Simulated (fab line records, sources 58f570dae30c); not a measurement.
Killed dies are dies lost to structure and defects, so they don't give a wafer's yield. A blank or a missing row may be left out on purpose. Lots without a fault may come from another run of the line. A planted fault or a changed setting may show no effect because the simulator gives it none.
Split-lot experiment | flow berkeley_cmos170 | 5 lots, 23 wafers read, on a route of 331 steps

THE SPLIT
At UCB170_V2_PEB_10, the setting peb_temp_c was moved away from the recipe's 130 C on 11 of the 23 wafers read, by -2.9% to +2.8%. The other wafers ran this setting at the recipe's value.

FROM THE SPLIT TO THE READING: what the file shows between them, 4 steps
- UCB170_V2_DEVELOP_11: develop time 45 s
- UCB170_V2_CD_MEAS_12: target cd 700 nm
- UCB170_V2_ETCH_14: etches SiO2 in CHF3/CF4/Ar, stops on Al, target depth 1250 nm, time 291 s (also split here: time_s)
- UCB170_V2_STRIP_15: strips in O2

THE READING
cd_nm, in nm, at UCB170_V2_CD_MEAS_90 (target cd 700 nm). Fault-free wafers of this fab line usually give 700.5 nm, standard deviation 1.8 nm.

wafer  | tool, chamber at the split | peb_temp_c as run, C | against the recipe | cd_nm, nm | against lot-mates on the recipe
L076.3 | litho_track-03, 0          | 130                  | recipe             | 696.5     | -
L076.5 | litho_track-03, 0          | 130                  | recipe             | 698.3     | -
L076.6 | litho_track-03, 0          | 130                  | recipe             | 695.7     | -
L077.1 | litho_track-01, 0          | 131.6                | +1.2%              | 708.3     | +8.1
L077.2 | litho_track-01, 0          | 130                  | recipe             | 701.6     | -
L077.3 | litho_track-01, 0          | 131.6                | +1.2%              | 709.3     | +9.1
L077.5 | litho_track-01, 0          | 131.6                | +1.2%              | 707.9     | +7.7
L077.6 | litho_track-01, 0          | 130                  | recipe             | 698.8     | -
L078.1 | litho_track-02, 0          | 130                  | recipe             | 700.9     | -
L078.3 | litho_track-02, 0          | 130                  | recipe             | 700.2     | -
L078.4 | litho_track-02, 0          | 133.7                | +2.8%              | 720.1     | +19.8
L078.5 | litho_track-02, 0          | 133.7                | +2.8%              | 720.2     | +19.9
L078.6 | litho_track-02, 0          | 130                  | recipe             | 699.8     | -
L080.1 | litho_track-02, 0          | 126.2                | -2.9%              | 672.6     | -28.2
L080.2 | litho_track-02, 0          | 126.2                | -2.9%              | 670.5     | -30.4
L080.3 | litho_track-02, 0          | 126.2                | -2.9%              | 669.9     | -31.0
L080.4 | litho_track-02, 0          | 130                  | recipe             | 700.0     | -
L080.5 | litho_track-02, 0          | 130                  | recipe             | 701.7     | -
L083.2 | litho_track-03, 0          | 126.8                | -2.5%              | 676.1     | -21.6
L083.3 | litho_track-03, 0          | 126.8                | -2.5%              | 679.6     | -18.1
L083.4 | litho_track-03, 0          | 130                  | recipe             | 698.2     | -
L083.5 | litho_track-03, 0          | 130                  | recipe             | 697.3     | -
L083.6 | litho_track-03, 0          | 126.8                | -2.5%              | 676.1     | -21.6

THE FIT
A straight line over all 23 wafers: cd_nm changes by +8.61 nm for each +1% of peb_temp_c; r = +0.99; the points scatter about the line by 2.1 nm.
The same after taking each lot's own level away (the mean of its wafers on the recipe; 23 wafers): +8.49 nm for each +1%; r = +0.99; scatter 2.3 nm.
On that fit, the largest move of peb_temp_c shifts the reading by 25 nm.
The lots' own levels span 696.83 to 700.85 nm, that is 2.2 times the standard deviation above.
So the lot-to-lot level changes the slope little: the two slopes agree.
Check: with one of the wafers moved furthest among these (-2.9%) left out of the fit, the line predicts -25.7 nm for it against its lot-mates. It came out at -28.2 nm against them.

OTHER SPLITS ON THESE WAFERS
These wafers also went through other splits before the reading. Each is held against what the fit with the lots' levels taken away leaves over:
other split on the same wafers      | wafers away from the commonest value | r with cd_nm (lot level and that fit taken away)
UCB170_M1_PEB_07 peb_temp_c         | 6                                    | -0.13
UCB170_M1_METAL_ETCH_12 time_s      | 8                                    | +0.22
UCB170_V1_CMP_02 leave_above_ref_nm | 10                                   | -0.15
UCB170_M2_METAL_ETCH_18 bias_w      | 5                                    | +0.40
UCB170_V2_ETCH_14 time_s            | 8                                    | +0.15

THE WHOLE CHAIN: every reading that the file lists as answering this split, in the file's order
step                 | what it does                                                              | reading                                                   | change (the file's fit)              | r (the file's)
UCB170_V2_CD_MEAS_12 | target cd 700 nm                                                          | cd_nm                                                     | +8.78 nm for each +1% of the setting | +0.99
UCB170_V2_ETCH_14    | etches SiO2 in CHF3/CF4/Ar, stops on Al, target depth 1250 nm, time 291 s | V2.cd_nm (the simulator's own value, which no gauge read) | +8.47 nm for each +1% of the setting | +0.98
UCB170_V2_CD_MEAS_90 | target cd 700 nm                                                          | cd_nm                                                     | +8.44 nm for each +1% of the setting | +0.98

THE FILE'S OWN FIT
cd_nm changes by +8.44 nm for each +1% of peb_temp_c, r = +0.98.
